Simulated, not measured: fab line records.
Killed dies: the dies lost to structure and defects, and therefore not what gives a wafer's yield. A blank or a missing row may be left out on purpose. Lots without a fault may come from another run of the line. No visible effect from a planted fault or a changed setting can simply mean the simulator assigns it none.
Commonality check across tools	flow berkeley-cmos170	Sample size 14 lots and 42 wafers

## REASON FOR OPENING
At UCB170_CONTACT_THK_MEAS_02 the reading CONTACT_PSG_THK is flagged on 2 of 14 lots. Wafers without a fault read 694 nm, standard deviation 5.8.
Rule: a lot is flagged when every wafer of it that has a number lies more than 4 standard deviations from that mean, or none has a number. All remaining lots are regarded as sound.

lot	measured	on	CONTACT_PSG_THK (nm), wafer by wafer	flag
L552	day 7 08:28	film-metro-04	687 690 690	
L555	day 7 14:20	film-metro-04	700 698 694	
L554	day 7 16:07	film-metro-03	701 697 699	
L557	day 8 05:04	film-metro-01	699 697 695	
L558	day 8 16:31	film-metro-03	691 689 689	
L562	day 9 09:17	film-metro-04	694 698 700	
L561	day 9 09:18	film-metro-01	684 687 685	
L564	day 9 19:46	film-metro-03	691 694 697	
L569	day 11 03:31	film-metro-01	896 893 892	FLAGGED
L570	day 11 03:32	film-metro-04	895 893 896	FLAGGED
L571	day 11 04:43	film-metro-04	702 701 699	
L574	day 11 13:40	film-metro-03	696 690 701	
L573	day 11 16:20	film-metro-04	699 693 692	
L572	day 11 16:20	film-metro-01	705 704 704	
Average over the flagged lots: 894 nm; offset from the usual +200 nm, equal to +35 standard deviations.

## TOOL THAT RAN EACH LOT
The record holds 1 process step before the reading, out of a route of 331 steps. Read each cell as the tool, then ch plus the chambers that the sampled wafers visited, then the start.
lot	flag	UCB170_CONTACT_CVD_01
L552		lpcvd-01 ch 1, day 7 06:41
L555		lpcvd-02 ch 1, day 7 12:33
L554		lpcvd-02 ch 1, day 7 14:20
L557		lpcvd-02 ch 1, day 8 03:17
L558		lpcvd-02 ch 1, day 8 14:44
L562		lpcvd-02 ch 0, day 9 07:30
L561		lpcvd-02 ch 1, day 9 07:30
L564		lpcvd-01 ch 1, day 9 17:58
L569	FLAGGED	lpcvd-02 ch 0, day 11 01:44
L570	FLAGGED	lpcvd-02 ch 0, day 11 01:44
L571		lpcvd-01 ch 0, day 11 02:56
L574		lpcvd-01 ch 0, day 11 10:59
L573		lpcvd-01 ch 1, day 11 13:39
L572		lpcvd-01 ch 1, day 11 13:39
What these steps do:
- UCB170_CONTACT_CVD_01: deposits PSG from SiH4/O2/PH3, target thk 700 nm, time 2820 s.
- UCB170_CONTACT_THK_MEAS_02

## FLAGGED OVER TOTAL, TOOL BY TOOL (the gauges that took the reading come last)
step	tool	lots run	flagged	share of the flagged lots	sound lots run after its first flagged lot
UCB170_CONTACT_CVD_01	lpcvd-01	6	0	none	-
UCB170_CONTACT_CVD_01	lpcvd-02	8	2	all	0
UCB170_CONTACT_THK_MEAS_02	film-metro-01	4	1	some	1 (L572)
UCB170_CONTACT_THK_MEAS_02	film-metro-03	4	0	none	-
UCB170_CONTACT_THK_MEAS_02	film-metro-04	6	1	some	2 (L571,L573)

## WHAT IS ALLOWED BY THE TABLE
Rows of the table that ran each flagged lot: 1, that is lpcvd-02 at UCB170_CONTACT_CVD_01.
- lpcvd-02 at UCB170_CONTACT_CVD_01: 2 of its 8 lots flagged. A fault beginning between L561 (day 9 07:30), its last sound lot, and L569 (day 11 01:44), its first flagged one, fits the data.
What remains is a single tool, lpcvd-02 at UCB170_CONTACT_CVD_01.

## WHAT THE SIMULATOR HAD PUT IN
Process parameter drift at UCB170_CONTACT_CVD_01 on lpcvd-02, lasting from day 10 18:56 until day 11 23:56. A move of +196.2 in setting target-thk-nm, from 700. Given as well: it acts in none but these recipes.
Lots struck among those shown: L569, L570. The rule above found the same.
